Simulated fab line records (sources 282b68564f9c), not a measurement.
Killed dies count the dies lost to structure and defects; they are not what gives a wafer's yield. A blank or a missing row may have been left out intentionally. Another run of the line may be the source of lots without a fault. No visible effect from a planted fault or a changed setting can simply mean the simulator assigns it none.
Split-lot study / flow rit cmos / route with 202 steps; 5 lots, 23 wafers read

## ABOUT THE SPLIT
At RIT_NRETRO_COAT_01 (resist thk 1300 nm), the setting spin rpm was moved away from the recipe's 2000 rpm on 6 of the 23 wafers read, by -5.9% to -3.2%. All remaining wafers had this setting at the recipe value.

## FROM THE SPLIT TO THE READING: what the file shows between them, 3 steps
- RIT_NRETRO_SOFTBAKE_02: time 62.31 s
- RIT_NRETRO_EXPOSE_03: exposes mask M4, target cd 43900 nm
- RIT_NRETRO_DEVELOP_05: develop time 68 s

## THE READING
NOVOLAK_of_NRETRO_COAT_01.thk nm (the simulator's own value, which no gauge read), in nm, at RIT_NRETRO_HARDBAKE_07 (time 120 s). The file does not state a usual value for it. The 17 wafers here that ran the recipe average 1135 nm, standard deviation 2.1 nm.

wafer=L075.2; tool, chamber at the split=litho track-04, 0; spin rpm as run, rpm=1882; against the recipe=-5.9%; NOVOLAK_of_NRETRO_COAT_01.thk nm, nm=1167; against lot-mates on the recipe=+32
wafer=L075.3; tool, chamber at the split=litho track-04, 0; spin rpm as run, rpm=2000; against the recipe=recipe; NOVOLAK_of_NRETRO_COAT_01.thk nm, nm=1132; against lot-mates on the recipe=-
wafer=L075.4; tool, chamber at the split=litho track-04, 0; spin rpm as run, rpm=2000; against the recipe=recipe; NOVOLAK_of_NRETRO_COAT_01.thk nm, nm=1137; against lot-mates on the recipe=-
wafer=L075.5; tool, chamber at the split=litho track-04, 0; spin rpm as run, rpm=1882; against the recipe=-5.9%; NOVOLAK_of_NRETRO_COAT_01.thk nm, nm=1168; against lot-mates on the recipe=+34
wafer=L075.6; tool, chamber at the split=litho track-04, 0; spin rpm as run, rpm=1882; against the recipe=-5.9%; NOVOLAK_of_NRETRO_COAT_01.thk nm, nm=1168; against lot-mates on the recipe=+34
wafer=L078.1; tool, chamber at the split=litho track-04, 0; spin rpm as run, rpm=2000; against the recipe=recipe; NOVOLAK_of_NRETRO_COAT_01.thk nm, nm=1139; against lot-mates on the recipe=-
wafer=L078.2; tool, chamber at the split=litho track-04, 0; spin rpm as run, rpm=2000; against the recipe=recipe; NOVOLAK_of_NRETRO_COAT_01.thk nm, nm=1133; against lot-mates on the recipe=-
wafer=L078.3; tool, chamber at the split=litho track-04, 0; spin rpm as run, rpm=2000; against the recipe=recipe; NOVOLAK_of_NRETRO_COAT_01.thk nm, nm=1135; against lot-mates on the recipe=-
wafer=L078.6; tool, chamber at the split=litho track-04, 0; spin rpm as run, rpm=2000; against the recipe=recipe; NOVOLAK_of_NRETRO_COAT_01.thk nm, nm=1135; against lot-mates on the recipe=-
wafer=L078.5; tool, chamber at the split=litho track-04, 0; spin rpm as run, rpm=2000; against the recipe=recipe; NOVOLAK_of_NRETRO_COAT_01.thk nm, nm=1136; against lot-mates on the recipe=-
wafer=L079.1; tool, chamber at the split=litho track-03, 0; spin rpm as run, rpm=1935; against the recipe=-3.2%; NOVOLAK_of_NRETRO_COAT_01.thk nm, nm=1160; against lot-mates on the recipe=+22
wafer=L079.4; tool, chamber at the split=litho track-03, 0; spin rpm as run, rpm=1935; against the recipe=-3.2%; NOVOLAK_of_NRETRO_COAT_01.thk nm, nm=1160; against lot-mates on the recipe=+22
wafer=L079.2; tool, chamber at the split=litho track-03, 0; spin rpm as run, rpm=2000; against the recipe=recipe; NOVOLAK_of_NRETRO_COAT_01.thk nm, nm=1140; against lot-mates on the recipe=-
wafer=L079.3; tool, chamber at the split=litho track-03, 0; spin rpm as run, rpm=1935; against the recipe=-3.2%; NOVOLAK_of_NRETRO_COAT_01.thk nm, nm=1155; against lot-mates on the recipe=+16
wafer=L079.6; tool, chamber at the split=litho track-03, 0; spin rpm as run, rpm=2000; against the recipe=recipe; NOVOLAK_of_NRETRO_COAT_01.thk nm, nm=1137; against lot-mates on the recipe=-
wafer=L082.1; tool, chamber at the split=litho track-04, 0; spin rpm as run, rpm=2000; against the recipe=recipe; NOVOLAK_of_NRETRO_COAT_01.thk nm, nm=1135; against lot-mates on the recipe=-
wafer=L082.2; tool, chamber at the split=litho track-04, 0; spin rpm as run, rpm=2000; against the recipe=recipe; NOVOLAK_of_NRETRO_COAT_01.thk nm, nm=1135; against lot-mates on the recipe=-
wafer=L082.3; tool, chamber at the split=litho track-04, 0; spin rpm as run, rpm=2000; against the recipe=recipe; NOVOLAK_of_NRETRO_COAT_01.thk nm, nm=1136; against lot-mates on the recipe=-
wafer=L084.1; tool, chamber at the split=litho track-03, 0; spin rpm as run, rpm=2000; against the recipe=recipe; NOVOLAK_of_NRETRO_COAT_01.thk nm, nm=1136; against lot-mates on the recipe=-
wafer=L084.2; tool, chamber at the split=litho track-03, 0; spin rpm as run, rpm=2000; against the recipe=recipe; NOVOLAK_of_NRETRO_COAT_01.thk nm, nm=1134; against lot-mates on the recipe=-
wafer=L084.3; tool, chamber at the split=litho track-03, 0; spin rpm as run, rpm=2000; against the recipe=recipe; NOVOLAK_of_NRETRO_COAT_01.thk nm, nm=1132; against lot-mates on the recipe=-
wafer=L084.4; tool, chamber at the split=litho track-03, 0; spin rpm as run, rpm=2000; against the recipe=recipe; NOVOLAK_of_NRETRO_COAT_01.thk nm, nm=1133; against lot-mates on the recipe=-
wafer=L084.6; tool, chamber at the split=litho track-03, 0; spin rpm as run, rpm=2000; against the recipe=recipe; NOVOLAK_of_NRETRO_COAT_01.thk nm, nm=1135; against lot-mates on the recipe=-

THE FIT
A straight line over all 23 wafers: NOVOLAK_of_NRETRO_COAT_01.thk nm changes by -5.8 nm for each +1% of spin rpm; r = -0.98; the points scatter about the line by 2.7 nm.
The same after taking each lot's own level away (the mean of its wafers on the recipe; 23 wafers): -5.71 nm for each +1%; r = -0.99; scatter 1.8 nm.
On that fit, the largest move of spin rpm shifts the reading by 34 nm.
The lots' own levels span 1134.0 to 1138.5 nm, that is 2.1 times the standard deviation above.
So the lot-to-lot level changes the slope little: the two slopes agree.
Check: for one of the wafers moved furthest among these (-5.9%), held out of the fit, the line's prediction against its lot-mates is +34.3 nm. It came out at +32.5 nm against them.

## OTHER SPLITS ON THESE WAFERS
Note: prior to the reading, these wafers also went through further splits. Each is held against what the fit with the lots' levels taken away leaves over:
other split on the same wafers=RIT_ACTIVE_CVD_03 pressure mtorr; wafers away from the commonest value=15; r with NOVOLAK_of_NRETRO_COAT_01.thk nm (lot level and that fit taken away)=-0.19
other split on the same wafers=RIT_ACTIVE_ETCH_13 over etch frac; wafers away from the commonest value=8; r with NOVOLAK_of_NRETRO_COAT_01.thk nm (lot level and that fit taken away)=+0.29
other split on the same wafers=RIT_FOX2_OXIDATION_00 ox time s; wafers away from the commonest value=10; r with NOVOLAK_of_NRETRO_COAT_01.thk nm (lot level and that fit taken away)=-0.16
other split on the same wafers=RIT_NWELL_SOFTBAKE_02 temp c; wafers away from the commonest value=7; r with NOVOLAK_of_NRETRO_COAT_01.thk nm (lot level and that fit taken away)=-0.07
other split on the same wafers=RIT_NWELL_IMPLANT_08 energy kev; wafers away from the commonest value=5; r with NOVOLAK_of_NRETRO_COAT_01.thk nm (lot level and that fit taken away)=+0.41

## THE WHOLE CHAIN: every reading that the file lists as answering this split, in the file's order
step=RIT_NRETRO_COAT_01; what it does=resist thk 1300 nm; reading=NOVOLAK_of_NRETRO_COAT_01.thk nm (the simulator's own value, which no gauge read); change (the file's fit)=-6.72 nm for each +1% of the setting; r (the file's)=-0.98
step=RIT_NRETRO_HARDBAKE_07; what it does=time 120 s; reading=NOVOLAK_of_NRETRO_COAT_01.thk nm (the simulator's own value, which no gauge read); change (the file's fit)=-5.79 nm for each +1% of the setting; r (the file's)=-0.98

## FILE'S OWN FIT
NOVOLAK_of_NRETRO_COAT_01.thk nm changes by -5.79 nm for each +1% of spin rpm, r = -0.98.
